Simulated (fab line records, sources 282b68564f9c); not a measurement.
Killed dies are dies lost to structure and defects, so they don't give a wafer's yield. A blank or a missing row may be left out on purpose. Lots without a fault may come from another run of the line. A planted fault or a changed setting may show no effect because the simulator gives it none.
Which tool did it? | flow rit_cmos | 14 lots, 42 wafers sampled, at 6 steps of a route of 202

WHAT THE GAUGES READ, wafer by wafer
RIT_ACTIVE_CD_MEAS_90: target cd 1400 nm.
lot  | measured    | on        | cd_nm (nm)
L732 | day 1 15:29 | cd_sem-01 | 1402.6 1402.7 1402.3
L734 | day 2 01:17 | cd_sem-02 | 1400.2 1397.4 1399.2
L735 | day 2 06:52 | cd_sem-01 | 1400.9 1402.9 1400.4
L736 | day 2 11:51 | cd_sem-01 | 1392.0 1392.5 1394.7
L737 | day 2 17:50 | cd_sem-01 | 1399.5 1399.0 1399.7
L738 | day 2 22:06 | cd_sem-02 | 1402.0 1399.9 1402.7
L740 | day 3 07:08 | cd_sem-02 | 1395.2 1395.9 1396.5
L741 | day 3 13:23 | cd_sem-02 | 1398.1 1396.2 1399.1
L742 | day 3 18:10 | cd_sem-02 | 1392.1 1393.9 1393.9
L743 | day 3 23:36 | cd_sem-02 | 1396.9 1398.2 1398.6
L747 | day 4 19:08 | cd_sem-01 | 1402.6 1403.7 1401.1
L749 | day 5 06:16 | cd_sem-02 | 1401.9 1402.3 1403.5
L751 | day 5 17:35 | cd_sem-02 | 1400.3 1399.7 1399.3
L753 | day 6 04:52 | cd_sem-02 | 1404.6 1402.1 1403.1

RIT_NWELL_TW_MEAS_10.
lot  | measured    | on            | NWELL_TW
L732 | day 1 21:13 | film_metro-02 | 2146 2138 2153
L734 | day 2 07:32 | film_metro-04 | 2146 2147 2140
L735 | day 2 14:40 | film_metro-02 | 2148 2146 2131
L736 | day 2 19:50 | film_metro-04 | 2158 2146 2142
L737 | day 3 00:35 | film_metro-03 | 2171 2153 2163
L738 | day 3 04:41 | film_metro-04 | 2122 2120 2114
L740 | day 3 13:17 | film_metro-02 | 2146 2156 2143
L741 | day 3 20:53 | film_metro-03 | 2156 2175 2154
L742 | day 4 01:38 | film_metro-03 | 2181 2173 2187
L743 | day 4 06:31 | film_metro-02 | 2143 2144 2137
L747 | day 5 00:51 | film_metro-02 | 2150 2144 2165
L749 | day 5 15:52 | film_metro-04 | 2131 2135 2137
L751 | day 6 07:43 | film_metro-03 | 2175 2180 2191
L753 | day 6 12:53 | film_metro-02 | 2157 2153 2152

RIT_PLDD_OVL_MEAS_06.
lot  | measured    | on         | PLDD_OVL (nm)
L732 | day 2 23:05 | overlay-02 | 1.4 1.2 0.9
L734 | day 3 09:08 | overlay-02 | -1.4 0.4 -2.0
L735 | day 3 15:38 | overlay-01 | -1.1 -0.3 0.1
L736 | day 3 22:49 | overlay-01 | 0.9 1.5 2.9
L737 | day 4 01:26 | overlay-02 | 1.0 1.7 1.9
L738 | day 4 07:15 | overlay-02 | 0.1 2.1 1.8
L740 | day 4 13:07 | overlay-02 | 1.1 -0.4 0.5
L741 | day 4 22:43 | overlay-02 | 0.1 0.0 -0.1
L742 | day 5 03:19 | overlay-02 | 1.0 0.5 0.9
L743 | day 5 08:40 | overlay-02 | -0.1 -0.4 -0.4
L747 | day 6 05:59 | overlay-01 | -0.4 -1.3 -0.6
L749 | day 6 21:07 | overlay-01 | 0.8 1.7 1.5
L751 | day 7 12:34 | overlay-01 | 1.6 0.4 2.2
L753 | day 8 03:05 | overlay-01 | 2.8 0.6 1.2

RIT_PSD_TW_MEAS_10.
lot  | measured    | on            | PSD_TW
L732 | day 3 05:34 | film_metro-03 | 3466 3473 3470
L734 | day 3 15:25 | film_metro-04 | 3416 3402 3424
L735 | day 3 21:29 | film_metro-04 | 3426 3407 3432
L736 | day 4 05:00 | film_metro-03 | 3478 3488 3482
L737 | day 4 07:26 | film_metro-04 | 3398 3419 3411
L738 | day 4 13:23 | film_metro-03 | 3473 3499 3482
L740 | day 4 19:35 | film_metro-03 | 3450 3470 3467
L741 | day 5 04:49 | film_metro-03 | 3472 3479 3466
L742 | day 5 10:08 | film_metro-03 | 3464 3504 3486
L743 | day 5 15:28 | film_metro-03 | 3470 3479 3479
L747 | day 6 12:11 | film_metro-01 | 3521 3526 3528
L749 | day 7 03:22 | film_metro-01 | 3414 3407 3421
L751 | day 7 21:08 | film_metro-03 | 3615 3615 3600
L753 | day 8 09:05 | film_metro-04 | 3414 3430 3434

RIT_SDANNEAL_RS_MEAS_04: measures by four-point-probe.
lot  | measured    | on            | PSD_RS (ohm/sq)
L732 | day 3 06:04 | film_metro-03 | 115.88 115.83 116.40
L734 | day 3 15:55 | film_metro-03 | 115.98 116.03 116.22
L735 | day 3 21:59 | film_metro-01 | 115.62 116.07 115.90
L736 | day 4 05:30 | film_metro-01 | 115.87 115.81 115.71
L737 | day 4 07:55 | film_metro-01 | 116.36 116.39 116.49
L738 | day 4 13:52 | film_metro-03 | 116.50 116.33 116.78
L740 | day 4 20:04 | film_metro-01 | 116.01 115.91 116.29
L741 | day 5 05:20 | film_metro-04 | 115.86 116.01 115.39
L742 | day 5 10:38 | film_metro-04 | 116.00 115.87 116.18
L743 | day 5 15:58 | film_metro-01 | 115.94 115.97 115.62
L747 | day 6 12:41 | film_metro-03 | 110.30 110.45 110.41
L749 | day 7 03:52 | film_metro-01 | 115.73 115.86 115.82
L751 | day 7 21:38 | film_metro-03 | 110.02 109.86 110.18
L753 | day 8 09:35 | film_metro-03 | 115.66 115.76 116.01

WHICH TOOL RAN EACH LOT (tool, then ch and the chambers of the sampled wafers, then the start)
lot  | RIT_PSD_IMPLANT_08
L732 | implanter-01 ch 0, day 3 05:14
L734 | implanter-03 ch 0, day 3 15:07
L735 | implanter-04 ch 0, day 3 21:10
L736 | implanter-03 ch 0, day 4 04:41
L737 | implanter-03 ch 0, day 4 07:06
L738 | implanter-01 ch 0, day 4 13:04
L740 | implanter-03 ch 0, day 4 19:16
L741 | implanter-04 ch 0, day 5 04:31
L742 | implanter-01 ch 0, day 5 09:50
L743 | implanter-03 ch 0, day 5 15:10
L747 | implanter-01 ch 0, day 6 11:52
L749 | implanter-04 ch 0, day 7 03:04
L751 | implanter-01 ch 0, day 7 20:50
L753 | implanter-04 ch 0, day 8 08:46
- RIT_PSD_IMPLANT_08

WHAT THE TOOLS THEMSELVES READ (means of the sampled wafers that have a number; where no wafer has one, the mark that the record gives instead)
RIT_PSD_IMPLANT_08.
lot  | tool         | beam_on_s (s) | dose_ions_cm2
L732 | implanter-01 | 14.3          | 5.006e+15
L734 | implanter-03 | 13.6          | 4.999e+15
L735 | implanter-04 | 14.1          | 4.999e+15
L736 | implanter-03 | 13.6          | 5.001e+15
L737 | implanter-03 | 13.6          | 4.995e+15
L738 | implanter-01 | 14.5          | 4.995e+15
L740 | implanter-03 | 14.0          | 4.995e+15
L741 | implanter-04 | 14.0          | 5.003e+15
L742 | implanter-01 | 14.6          | 5.000e+15
L743 | implanter-03 | 13.5          | 4.996e+15
L747 | implanter-01 | 23.4          | 8.000e+15
L749 | implanter-04 | 14.2          | 5.006e+15
L751 | implanter-01 | 23.1          | 8.001e+15
L753 | implanter-04 | 14.2          | 4.999e+15

THE ANSWER, worked out from the rows above alone
Rule: what is usual is taken from the lots themselves. Put in order of their means at a reading, lots are off if they are a third of the lots or fewer, leave a main group of 4 or more, and stand apart from it by a gap of 3 or more times the standard deviation of the main group's means; of several such gaps the widest counts. A main group whose means are all the same, to the digits that the tables above print for the reading, isn't used. A lot without any number at a reading at which 4 lots or more have one is off too. The other lots that the step has rows for count as sound. The gauges are gone through in route order, then the tools' own readings, and for those a lot's mean is taken as printed above. The first step at which some lot is off is used, and at that step the reading that is off furthest; a lot without a number counts as furthest.
Off: L747, L751, at RIT_SDANNEAL_RS_MEAS_04 (PSD_RS). The main group: mean 116.00 ohm/sq, standard deviation 0.24.
A tool fits if, at a process step before that reading, it ran every lot that is off, and no sound lot after the first of them. The gauges at RIT_SDANNEAL_RS_MEAS_04 aren't tried: what is off there is off at RIT_PSD_IMPLANT_08 too, on other tools, and a gauge's error can't cause that. One fits: implanter-01 at RIT_PSD_IMPLANT_08. Its last sound lot is L742 (day 5 09:50), its first lot that is off L747 (day 6 11:52): a fault that began between those two fits.
The tool's own readings at RIT_PSD_IMPLANT_08 bear it out: on the lots that are off they differ by more than 5 times the standard deviation of the sound lots' means. beam_on_s reads 23.2 s there against 14.0 s on the sound lots; dose_ions_cm2 reads 8.000e+15 there against 5.000e+15 on the sound lots.

WHAT THE SIMULATOR HAD PUT IN
Process parameter drift: implanter-01, from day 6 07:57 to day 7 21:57, at RIT_PSD_IMPLANT_08. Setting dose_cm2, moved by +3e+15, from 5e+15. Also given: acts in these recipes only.
Lots struck among those shown: L747, L751. The rule above found the same.
